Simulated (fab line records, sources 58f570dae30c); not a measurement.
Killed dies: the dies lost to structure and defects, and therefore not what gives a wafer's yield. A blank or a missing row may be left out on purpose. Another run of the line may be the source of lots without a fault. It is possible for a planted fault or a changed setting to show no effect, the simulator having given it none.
The tool behind it: which one?    flow berkeley cmos170    14 lots, 42 wafers sampled, at 2 steps of a route of 331

== WHAT THE GAUGES SHOWED, per wafer ==
UCB170_M1_CD_MEAS_90 targets a cd of 700 nm. Usual: cd nm at 698.9 nm, with a standard deviation of 2.2.
lot   measured      on         cd nm (nm)         flag
L175  day 8 16:09   cd sem-02  697.8 700.4 696.4  
L173  day 8 18:12   cd sem-02  698.2 696.3 698.3  
L174  day 8 18:25   cd sem-02  701.0 698.1 699.0  
L177  day 8 21:43   cd sem-02  700.0 700.7 701.5  
L179  day 9 15:49   cd sem-01  698.3 700.2 697.6  
L178  day 9 16:33   cd sem-02  695.3 697.4 698.5  
L180  day 9 21:25   cd sem-01  696.0 699.4 702.8  
L181  day 9 22:44   cd sem-01  701.4 702.3 699.0  
L183  day 10 07:16  cd sem-01  698.9 697.3 698.4  
L189  day 11 06:04  cd sem-02  706.5 705.5 709.3  OFF
L187  day 11 11:41  cd sem-02  706.2 707.5 706.8  OFF
L195  day 12 10:08  cd sem-01  701.6 703.8 703.1  
L194  day 12 14:27  cd sem-01  698.4 698.3 696.1  
L196  day 12 15:34  cd sem-02  701.4 703.9 704.7  

== TOOL THAT RAN EACH LOT (tool first, then ch and the chambers of the sampled wafers, then the start) ==
lot   UCB170_M1_METAL_ETCH_12
L175  rie metal-03 ch 0,1, day 8 15:52
L173  rie metal-02 ch 0,1, day 8 17:40
L174  rie metal-04 ch 0,1, day 8 18:01
L177  rie metal-02 ch 0,1, day 8 21:28
L179  rie metal-02 ch 0,1, day 9 15:35
L178  rie metal-03 ch 0,1, day 9 16:18
L180  rie metal-04 ch 0,1, day 9 21:11
L181  rie metal-02 ch 0, day 9 22:25
L183  rie metal-02 ch 0, day 10 06:40
L189  rie metal-02 ch 0,1, day 11 05:49
L187  rie metal-02 ch 0,1, day 11 11:27
L195  rie metal-04 ch 0,1, day 12 09:55
L194  rie metal-03 ch 1, day 12 14:05
L196  rie metal-04 ch 0, day 12 15:19
- UCB170_M1_METAL_ETCH_12: etches Al in Cl2/BCl3, stops on PSG, target depth 780 nm, time 130 s.

== WHAT THE TOOLS THEMSELVES READ (means of the sampled wafers that have a number; where no wafer has one, the mark that the record gives instead) ==
UCB170_M1_METAL_ETCH_12. Usual: chamber pressure mTorr 12.001 mTorr, standard deviation 0.012; drypump motor current A 6.0 A, standard deviation 0.56; mfc cl2 sccm 90.05 sccm, standard deviation 0.27; oes product au 0.862 a.u., standard deviation 0.022; run length s 158.5 s, standard deviation 0.37; throttle valve pct 24.55 %, standard deviation 0.24.
lot   tool          chamber pressure mTorr (mTorr)  drypump motor current A (A)  mfc cl2 sccm (sccm)  oes product au (a.u.)  run length s (s)  throttle valve pct (%)  flag
L175  rie metal-03  12.009                          6.1                          90.18                0.842                  158.9             24.64                   
L173  rie metal-02  12.004                          5.8                          90.02                0.862                  158.5             24.56                   
L174  rie metal-04  11.994                          6.0                          89.87                0.862                  158.3             24.53                   
L177  rie metal-02  12.005                          5.3                          89.87                0.851                  158.3             24.57                   
L179  rie metal-02  11.995                          5.3                          90.13                0.852                  158.3             24.57                   
L178  rie metal-03  11.992                          6.2                          90.26                0.857                  159.0             24.41                   
L180  rie metal-04  11.993                          6.0                          89.75                0.873                  158.1             24.52                   
L181  rie metal-02  11.997                          6.2                          89.98                0.878                  158.4             24.53                   
L183  rie metal-02  11.984                          6.3                          90.11                0.887                  158.2             24.52                   
L189  rie metal-02  11.991                          5.8                          89.76                1.009                  117.4             24.46                   OFF
L187  rie metal-02  11.993                          5.7                          90.16                1.009                  117.6             24.48                   OFF
L195  rie metal-04  12.008                          6.0                          90.06                0.871                  158.1             24.53                   
L194  rie metal-03  11.996                          6.3                          90.30                0.881                  158.7             24.16                   
L196  rie metal-04  11.999                          5.7                          90.36                0.862                  158.1             24.37                   

== THE ANSWER, worked out from the rows above alone ==
Rule: a lot counts as off when the mean over its wafers that have a number is more than 3 standard deviations away from the usual mean. Also off: a lot with no number at a reading for which 4 or more lots have one. The other lots that the step has rows for count as sound. The gauges are gone through in route order, then the tools' own readings, and for those a lot's mean is taken as printed above. At the first step where some lot is off, the reading lying furthest off is the one used; lots without a number count as furthest.
Off: L189, L187, at UCB170_M1_CD_MEAS_90 (cd nm).
If a tool, at a process step before that reading, ran all the lots that are off and no sound lot after the first of them, it fits. The gauges at UCB170_M1_CD_MEAS_90 aren't tried: what is off there is off at UCB170_M1_METAL_ETCH_12 too, on other tools, and a gauge's error can't cause that. One candidate fits, namely rie metal-02 at UCB170_M1_METAL_ETCH_12. A fault onset in the window from L183 (day 10 06:40, its last sound lot) to L189 (day 11 05:49, its first lot off) fits.
The tool's own readings at UCB170_M1_METAL_ETCH_12 bear it out: on the lots that are off they differ by more than 5 times the standard deviation of the sound lots' means. oes product au reads 1.009 a.u. there against 0.865 a.u. on the sound lots; run length s reads 117.5 s there against 158.4 s on the sound lots.

== WHAT THE SIMULATOR HAD INSERTED ==
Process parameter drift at UCB170_M1_METAL_ETCH_12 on rie metal-02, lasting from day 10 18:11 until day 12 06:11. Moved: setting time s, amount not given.
Struck lots among those shown: L189, L187. Same finding as the rule above.
